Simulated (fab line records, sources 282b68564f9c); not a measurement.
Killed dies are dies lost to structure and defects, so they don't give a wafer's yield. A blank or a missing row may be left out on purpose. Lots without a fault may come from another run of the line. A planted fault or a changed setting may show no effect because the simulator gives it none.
fab line records | flow rit_cmos
record lots=13 wafers=39 last_day=7
route steps=202 shown CONTACT@168 M1@202
lots that met no fault: from a run of the same line without faults
start_h: hours from the record's first day to the start of the lot's first wafer shown | wait_h: hours since the lot's step before | " the same as in the row above | L1.1+2: a row that stands for several wafers | - no value, or no start given | * or withheld: withheld | < > ~ a bound
route shown NAME@n: a module of which the file shows steps, and the number in the route of the first | usual: mean/standard deviation of fault-free wafers | same: alike in all rows | chamber/n: place in a boat | sites: the reading at each site | _std_site: their standard deviation | _edge_site: outer sites' mean less inner sites' | radius_mm: how far each site lies from the wafer's centre | mask NAME#n: copy n | behind: the tool/chamber that last shaped the wafer | hold: why the lot was held/for how many hours/how that ended | device: the transistor (n, p or np) that didn't switch | end of line: the same wafers' tests at the end of the route | a step without rows: its recipe alone | killed: dies lost to structure and defects at the first sort, not the wafer's yield | map: a wafer's dies, x killed, . not, _ none there
set.NAME: the setting as run; set.NAME@STEP: as run at that earlier step | model.NAME: the simulator's own value behind a step, which no gauge read
steps of the route over a sample of lots; a table a step, a row a wafer
services: from which hour (start_h, from the record's first day; less than 0 if before it) a tool's chamber was out of use, for how many hours, and why
## steps
# step RIT_CONTACT_CVD_00
# recipe material=SiO2 target_thk_nm=400 precursor=TEOS temp_c=390 time_s=61 rf_w=400
# usual heater_power_w=324/43
# columns lot.wafer tool chamber start_h wait_h heater_power_w
L207.3 pecvd-04 1 71.02 0.0 329
L207.5 " 1 " " 344
L207.6 " 0 " " 309
L209.2 pecvd-03 0 82.84 0.0 351
L209.3 " 2 " " 365
L209.4 " 0 " " 361
L210.1 pecvd-04 1 82.99 0.1 398
L210.5 " 0 " " 257
L210.6 " 1 " " 313
L211.2 pecvd-03 1 89.41 0.0 267
L211.3 " 0 " " 312
L211.5 " 2 " " 363
L214.3 pecvd-04 2 94.26 0.0 243
L214.4 " 1 " " 298
L214.5 " 0 " " 316
L213.2 pecvd-01 0 95.91 0.0 302
L213.3 " 2 " " 334
L213.5 " 2 " " 346
L215.1 pecvd-03 1 99.54 0.1 337
L215.5 " 2 " " 368
L215.6 " 0 " " 281
L217.2 pecvd-01 0 107.69 0.0 293
L217.3 " 2 " " 387
L217.5 " 1 " " 339
L218.3 pecvd-03 2 112.24 0.0 349
L218.4 " 2 " " 357
L218.6 " 0 " " 300
L221.3 pecvd-03 0 128.69 0.0 331
L221.4 " 1 " " 334
L221.6 " 0 " " 344
L225.1 pecvd-04 1 147.64 0.1 371
L225.3 " 2 " " 271
L225.6 " 0 " " 315
L227.3 pecvd-03 1 153.74 0.0 280
L227.4 " 2 " " 344
L227.6 " 1 " " 289
L229.1 pecvd-01 2 167.19 0.1 390
L229.2 " 1 " " 282
L229.6 " 0 " " 358
# step RIT_CONTACT_THK_MEAS_01
# recipe reads=SiO2_of_CONTACT_CVD_00
# usual CONTACT_TEOS_THK=401/5.3
# columns lot.wafer tool chamber start_h wait_h CONTACT_TEOS_THK[nm]
L207.3 film_metro-03 - 71.09 0.0 392
L207.5 " - " " 398
L207.6 " - " " 397
L209.2 film_metro-01 - 82.90 0.0 397
L209.3 " - " " 394
L209.4 " - " " 396
L210.1 film_metro-04 - 83.04 0.0 392
L210.5 " - " " 401
L210.6 " - " " 403
L211.2 film_metro-03 - 89.47 0.0 392
L211.3 " - " " 388
L211.5 " - " " 403
L214.3 film_metro-03 - 94.33 0.0 397
L214.4 " - " " 407
L214.5 " - " " 406
L213.2 film_metro-04 - 95.97 0.0 401
L213.3 " - " " 400
L213.5 " - " " 409
L215.1 film_metro-04 - 99.59 0.0 400
L215.5 " - " " 410
L215.6 " - " " 406
L217.2 film_metro-03 - 107.75 0.0 402
L217.3 " - " " 399
L217.5 " - " " 409
L218.3 film_metro-03 - 112.31 0.0 399
L218.4 " - " " 406
L218.6 " - " " 402
L221.3 film_metro-03 - 128.76 0.0 392
L221.4 " - " " 404
L221.6 " - " " 400
L225.1 film_metro-03 - 147.69 0.0 395
L225.3 " - " " 392
L225.6 " - " " 406
L227.3 film_metro-03 - 153.81 0.0 402
L227.4 " - " " 636
L227.6 " - " " 405
L229.1 film_metro-01 - 167.24 0.0 399
L229.2 " - " " 399
L229.6 " - " " 407
# step RIT_M1_PROBE_99
# usual killed_at_M0_to_M3=0.0/0.14 killed_at_contacts=0.0/0.2 killed_at_front_end=7.3/2.8 killed_dies=7.3/2.8 killed_on_rim=1.9/1.3 killed_open=3.8/1.9 killed_short=3.5/1.8
# same gross_dies=264 killed_at_M4_up=0 killed_at_back_side=0 killed_at_other=0
# columns lot.wafer tool chamber start_h wait_h killed_at_M0_to_M3 killed_at_contacts killed_at_front_end killed_dies killed_on_rim killed_open killed_short
L211.2 prober-02 - 96.23 0.1 0 0 9 9 2 5 4
L211.3 prober-02 - 96.28 0.2 0 0 6 6 3 4 1
L211.5 prober-02 - 96.38 0.2 0 0 8 8 3 6 2
L215.1 prober-01 - 105.90 0.1 0 0 8 8 3 6 2
L215.5 prober-01 - 106.10 0.2 0 0 5 5 2 4 1
L215.6 prober-01 - 106.15 0.2 0 0 6 6 2 1 5
L227.3 prober-01 - 160.97 0.2 0 0 10 10 6 5 5
L227.4 prober-01 - 161.02 0.2 0 256 8 264 70 5 3
L227.6 prober-01 - 161.12 0.2 0 0 9 9 3 5 4
# killed by level:class
L211.2 GATE:geometric_particle:short=2 SPACER:geometric_particle:open=2 SILICIDE:geometric_particle:open=2 FOX1:geometric_particle:open=1 FOX1:geometric_particle:short=1 SILICIDE:geometric_particle:short=1
L211.3 SPACER:geometric_particle:open=2 FOX1:geometric_particle:short=1 GATE:geometric_particle:open=1 REOX:geometric_particle:open=1 NLDD:coat_microbubble_printed=1
L211.5 FOX2:geometric_particle:open=2 GATE:geometric_particle:open=2 GATE:geometric_particle:short=1 REOX:geometric_particle:open=1 SPACER:geometric_particle:short=1 SILICIDE:geometric_particle:open=1
L215.1 FOX2:geometric_particle:open=2 GATE:geometric_particle:open=2 FOX1:geometric_particle:open=1 FOX2:geometric_particle:short=1 GATE:geometric_particle:short=1 SILICIDE:geometric_particle:open=1
L215.5 GATE:geometric_particle:open=2 FOX2:geometric_particle:open=1 GATE:geometric_particle:short=1 SPACER:geometric_particle:open=1
L215.6 SILICIDE:geometric_particle:short=4 GATE:geometric_particle:open=1 GATE:geometric_particle:short=1
L227.3 SILICIDE:geometric_particle:short=3 GATE:geometric_particle:open=2 SILICIDE:geometric_particle:open=2 FOX1:geometric_particle:open=1 FOX1:geometric_particle:short=1 FOX2:geometric_particle:short=1
L227.4 CONTACT:area_etch=256 GATE:geometric_particle:open=3 FOX1:geometric_particle:short=1 FOX2:geometric_particle:open=1 GATE:geometric_particle:short=1 SPACER:geometric_particle:open=1 SPACER:geometric_particle:short=1
L227.6 FOX1:geometric_particle:short=2 GATE:geometric_particle:short=2 SILICIDE:geometric_particle:open=2 FOX1:geometric_particle:open=1 FOX2:geometric_particle:open=1 GATE:geometric_particle:open=1
## services
# columns tool chamber start_h hours kind
pecvd-03 - 49.86 3.4 repair
pecvd-03 - 73.92 5.5 pm
pecvd-01 - 125.42 0.6 repair
pecvd-03 0 128.95 7.8 repair
pecvd-01 - 140.98 2.8 pm
## key
first_sign step=RIT_CONTACT_THK_MEAS_01 reading=CONTACT_TEOS_THK direction=up sigmas=45 usual=401 struck=636
effect step=RIT_M1_PROBE_99 reading=killed_at_contacts direction=up sigmas=99+ usual=0.0 struck=256
more_kills_born_at RIT_CONTACT_ETCH_11@rie_diel-02=256
met_at RIT_CONTACT_CVD_00
struck_lots L227
struck_wafers L227.4
later_rows_left_out L227.4
tester_left_out L227
onset_between 112.24 153.74
fault kind=process_parameter_drift tool=pecvd-03 chamber=2 onset_h=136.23 steps=RIT_CONTACT_CVD_00 channel=target_thk_nm offset=234.61 shape=step end_h=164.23 stated=400
# tester_left_out: of these lots the tester's yield and bins aren't shown, on N5 and GAA mostly nor the transistor test; their killed dies are dies lost to structure and defects alone, not to doping, threshold or leakage, so they don't give the yield
# later_rows_left_out: the simulator's readings of these wafers behind a module that went badly wrong aren't trusted and aren't shown, but for the sort
